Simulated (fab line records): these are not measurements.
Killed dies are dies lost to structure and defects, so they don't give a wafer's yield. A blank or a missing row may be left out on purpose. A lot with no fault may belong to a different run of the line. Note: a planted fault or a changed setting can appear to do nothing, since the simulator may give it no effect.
The tool behind it: which one? + flow rit_cmos + 13 lots with 39 wafers sampled at 6 steps, on a route of 202 steps

WHAT THE GAUGES READ, wafer by wafer
RIT_NRETRO_OVL_MEAS_06.
| lot  | measured    | on         | NRETRO_OVL (nm) |
|------|-------------|------------|-----------------|
| L668 | day 2 06:26 | overlay-02 | 1.3 -0.5 -1.6   |
| L669 | day 2 10:08 | overlay-02 | 0.5 0.6 1.3     |
| L670 | day 2 14:41 | overlay-02 | -2.5 -0.2 -0.3  |
| L671 | day 2 21:23 | overlay-01 | 2.7 2.8 0.6     |
| L672 | day 3 01:44 | overlay-02 | 2.7 -1.6 0.0    |
| L674 | day 3 11:54 | overlay-02 | 1.2 0.7 1.5     |
| L676 | day 3 21:41 | overlay-01 | 0.3 2.3 -0.3    |
| L677 | day 4 02:02 | overlay-01 | 1.3 -1.2 -0.2   |
| L680 | day 4 17:55 | overlay-02 | 1.4 2.1 1.8     |
| L681 | day 4 22:31 | overlay-02 | 1.6 -0.3 2.0    |
| L682 | day 5 03:44 | overlay-01 | 1.5 1.3 1.5     |
| L684 | day 5 13:43 | overlay-02 | 2.3 1.9 0.9     |
| L691 | day 7 00:49 | overlay-02 | 1.0 -0.9 0.6    |

RIT_SPACER_THK_MEAS_04.
| lot  | measured    | on            | SPACER_NITRIDE_THK (nm) |
|------|-------------|---------------|-------------------------|
| L668 | day 2 23:45 | film_metro-01 | 251.5 251.9 251.0       |
| L669 | day 3 03:06 | film_metro-02 | 247.1 246.8 248.2       |
| L670 | day 3 08:47 | film_metro-04 | 250.8 251.9 251.9       |
| L671 | day 3 14:45 | film_metro-02 | 251.4 247.6 251.1       |
| L672 | day 3 17:54 | film_metro-04 | 253.4 253.2 255.9       |
| L674 | day 4 06:02 | film_metro-04 | 251.6 251.1 254.0       |
| L676 | day 4 14:59 | film_metro-02 | 252.7 253.7 250.8       |
| L677 | day 4 18:59 | film_metro-02 | 249.6 247.6 248.8       |
| L680 | day 5 11:23 | film_metro-01 | 251.4 249.1 252.6       |
| L681 | day 5 15:58 | film_metro-01 | 242.2 248.2 246.1       |
| L682 | day 5 20:30 | film_metro-02 | 247.2 248.5 249.0       |
| L684 | day 6 08:17 | film_metro-04 | 246.6 247.9 246.2       |
| L691 | day 7 16:31 | film_metro-02 | 212.8 215.0 214.6       |

RIT_M1_OVL_MEAS_10.
| lot  | measured    | on         | M1_OVL (nm)    |
|------|-------------|------------|----------------|
| L668 | day 3 08:52 | overlay-02 | 1.3 0.6 0.2    |
| L669 | day 3 11:44 | overlay-02 | 0.2 0.3 0.6    |
| L670 | day 3 17:08 | overlay-02 | -1.3 0.7 1.0   |
| L671 | day 3 23:11 | overlay-02 | -3.2 -1.7 -1.4 |
| L672 | day 4 02:37 | overlay-02 | -0.9 0.6 -1.2  |
| L674 | day 4 14:49 | overlay-02 | -1.6 -0.3 -0.6 |
| L676 | day 4 23:51 | overlay-01 | -2.4 1.8 1.5   |
| L677 | day 5 03:34 | overlay-02 | -0.9 -0.9 -1.8 |
| L680 | day 5 19:40 | overlay-01 | 0.6 0.8 -0.3   |
| L681 | day 6 00:28 | overlay-01 | 2.3 1.5 1.4    |
| L682 | day 6 05:15 | overlay-02 | -1.5 -0.4 -0.5 |
| L684 | day 6 16:51 | overlay-02 | 1.0 1.4 1.9    |
| L691 | day 8 00:55 | overlay-01 | 1.1 0.9 0.4    |

TOOL THAT RAN EACH LOT (tool first, then ch and the chambers of the sampled wafers, then the start)
| lot  | RIT_SPACER_CVD_03          | RIT_SPACER_ETCHBACK_05            | RIT_CONTACT_ETCH_11               |
|------|----------------------------|-----------------------------------|-----------------------------------|
| L668 | lpcvd-01 ch 1, day 2 21:49 | rie_diel-04 ch 1,2, day 2 23:47   | rie_diel-02 ch 0,1, day 3 06:24   |
| L669 | lpcvd-01 ch 0, day 3 01:10 | rie_diel-03 ch 1,2,3, day 3 03:09 | rie_diel-02 ch 0,1,3, day 3 09:17 |
| L670 | lpcvd-02 ch 0, day 3 05:55 | rie_diel-01 ch 1,2,3, day 3 08:50 | rie_diel-01 ch 0,2,3, day 3 14:50 |
| L671 | lpcvd-01 ch 0, day 3 12:48 | rie_diel-03 ch 0,1,2, day 3 14:51 | rie_diel-03 ch 0,1,2, day 3 20:49 |
| L672 | lpcvd-01 ch 0, day 3 15:58 | rie_diel-04 ch 0,1,2, day 3 17:56 | rie_diel-02 ch 0,3, day 4 00:00   |
| L674 | lpcvd-02 ch 0, day 4 03:10 | rie_diel-03 ch 0,2,3, day 4 06:06 | rie_diel-03 ch 0,1,3, day 4 12:22 |
| L676 | lpcvd-01 ch 1, day 4 13:04 | rie_diel-04 ch 0,1,2, day 4 15:02 | rie_diel-01 ch 1,2,3, day 4 21:19 |
| L677 | lpcvd-01 ch 0, day 4 17:04 | rie_diel-03 ch 0,1,3, day 4 19:02 | rie_diel-02 ch 0,1,2, day 5 01:08 |
| L680 | lpcvd-02 ch 1, day 5 08:29 | rie_diel-01 ch 0,2,3, day 5 11:26 | rie_diel-01 ch 0,1,2, day 5 17:14 |
| L681 | lpcvd-01 ch 1, day 5 14:04 | rie_diel-03 ch 1,2,3, day 5 16:02 | rie_diel-03 ch 0,2,3, day 5 21:58 |
| L682 | lpcvd-01 ch 1, day 5 18:34 | rie_diel-04 ch 1,2, day 5 20:33   | rie_diel-02 ch 0,2,3, day 6 02:44 |
| L684 | lpcvd-02 ch 1, day 6 06:21 | rie_diel-03 ch 0,2,3, day 6 08:20 | rie_diel-02 ch 1,2,3, day 6 14:24 |
| L691 | lpcvd-02 ch 1, day 7 14:34 | rie_diel-03 ch 1,2,3, day 7 16:33 | rie_diel-03 ch 1,3, day 7 22:36   |
- RIT_SPACER_CVD_03: deposits Si3N4 from SiH2Cl2/NH3, target thk 250 nm, time 3300 s.
- RIT_SPACER_ETCHBACK_05: etches Si3N4 in SF6/CHF3, stops on SiO2, target depth 250 nm, time 240 s.
- RIT_CONTACT_ETCH_11: etches SiO2 in CHF3/CF4/Ar, stops on TiSi2, target depth 480 nm, time 320 s.

AS READ BY THE TOOLS THEMSELVES (means over the sampled wafers that have a number; for cases with no such wafer, the mark the record gives instead)
RIT_SPACER_ETCHBACK_05.
| lot  | tool        | drypump_motor_current_A (A) | oes_product_au (a.u.) | rf_fwd_power_W (W) | throttle_valve_pct (%) |
|------|-------------|-----------------------------|-----------------------|--------------------|------------------------|
| L668 | rie_diel-04 | 5.6                         | 0.848                 | 249.0              | 10.31                  |
| L669 | rie_diel-03 | 5.3                         | 0.833                 | 248.5              | 10.10                  |
| L670 | rie_diel-01 | 5.4                         | 0.848                 | 249.0              | 10.34                  |
| L671 | rie_diel-03 | 5.2                         | 0.845                 | 249.6              | 10.07                  |
| L672 | rie_diel-04 | 5.8                         | 0.845                 | 249.4              | 10.22                  |
| L674 | rie_diel-03 | 5.6                         | 0.857                 | 249.7              | 10.11                  |
| L676 | rie_diel-04 | 5.8                         | 0.846                 | 249.5              | 10.21                  |
| L677 | rie_diel-03 | 5.4                         | 0.836                 | 249.5              | 10.05                  |
| L680 | rie_diel-01 | 5.0                         | 0.844                 | 249.6              | 10.37                  |
| L681 | rie_diel-03 | 5.4                         | 0.833                 | 249.8              | 10.10                  |
| L682 | rie_diel-04 | 5.6                         | 0.839                 | 249.8              | 10.30                  |
| L684 | rie_diel-03 | 5.6                         | 0.844                 | 249.4              | 10.11                  |
| L691 | rie_diel-03 | 5.3                         | 0.754                 | 249.1              | 10.06                  |

RIT_CONTACT_ETCH_11.
| lot  | tool        | drypump_motor_current_A (A) | oes_product_au (a.u.) | rf_fwd_power_W (W) | throttle_valve_pct (%) |
|------|-------------|-----------------------------|-----------------------|--------------------|------------------------|
| L668 | rie_diel-02 | 5.7                         | 0.976                 | 199.5              | 8.91                   |
| L669 | rie_diel-02 | 5.9                         | 0.982                 | 199.8              | 8.87                   |
| L670 | rie_diel-01 | 5.0                         | 0.992                 | 199.6              | 8.96                   |
| L671 | rie_diel-03 | 5.2                         | 0.993                 | 199.4              | 8.68                   |
| L672 | rie_diel-02 | 5.9                         | 0.984                 | 199.8              | 8.84                   |
| L674 | rie_diel-03 | 5.4                         | 0.990                 | 199.7              | 8.64                   |
| L676 | rie_diel-01 | 5.4                         | 0.991                 | 200.1              | 8.94                   |
| L677 | rie_diel-02 | 5.6                         | 0.990                 | 199.4              | 8.92                   |
| L680 | rie_diel-01 | 5.3                         | 0.993                 | 199.7              | 8.94                   |
| L681 | rie_diel-03 | 5.6                         | 0.999                 | 199.3              | 8.70                   |
| L682 | rie_diel-02 | 5.8                         | 0.990                 | 199.5              | 8.87                   |
| L684 | rie_diel-02 | 5.8                         | 0.986                 | 199.6              | 8.91                   |
| L691 | rie_diel-03 | 5.6                         | 0.980                 | 200.2              | 8.70                   |

THE ANSWER, worked out from the rows above alone
Rule: the lots themselves supply what counts as usual. The widest of any qualifying gaps counts: lots, ordered by their means at a reading, are off when they make up no more than a third of the lots, leave a main group of 4 or more, and stand apart from it by 3 or more times the standard deviation of that group's means. A main group is skipped when, at the precision printed for the reading in the tables above, its means are all equal. Also off: a lot with no number at a reading for which 4 or more lots have one. The other lots that the step has rows for count as sound. After the gauges, taken in route order, come the tools' own readings; for these a lot's mean is taken, as printed above. At the first step where some lot is off, the reading lying furthest off is the one used; lots without a number count as furthest.
Off: L691, seen at RIT_SPACER_THK_MEAS_04 (SPACER_NITRIDE_THK). The main group: mean 250.0 nm, standard deviation 2.5.
A tool fits if, at a process step before that reading, it ran every lot that is off, and no sound lot after the first of them. Not tried: the gauges at RIT_SPACER_THK_MEAS_04; whatever is off there is also off at RIT_SPACER_ETCHBACK_05, on other tools, and gauge error can't account for it. One fits: lpcvd-02 at RIT_SPACER_CVD_03. A fault onset in the window from L684 (day 6 06:21, its last sound lot) to L691 (day 7 14:34, its first lot off) fits.

WHAT THE SIMULATOR PUT IN
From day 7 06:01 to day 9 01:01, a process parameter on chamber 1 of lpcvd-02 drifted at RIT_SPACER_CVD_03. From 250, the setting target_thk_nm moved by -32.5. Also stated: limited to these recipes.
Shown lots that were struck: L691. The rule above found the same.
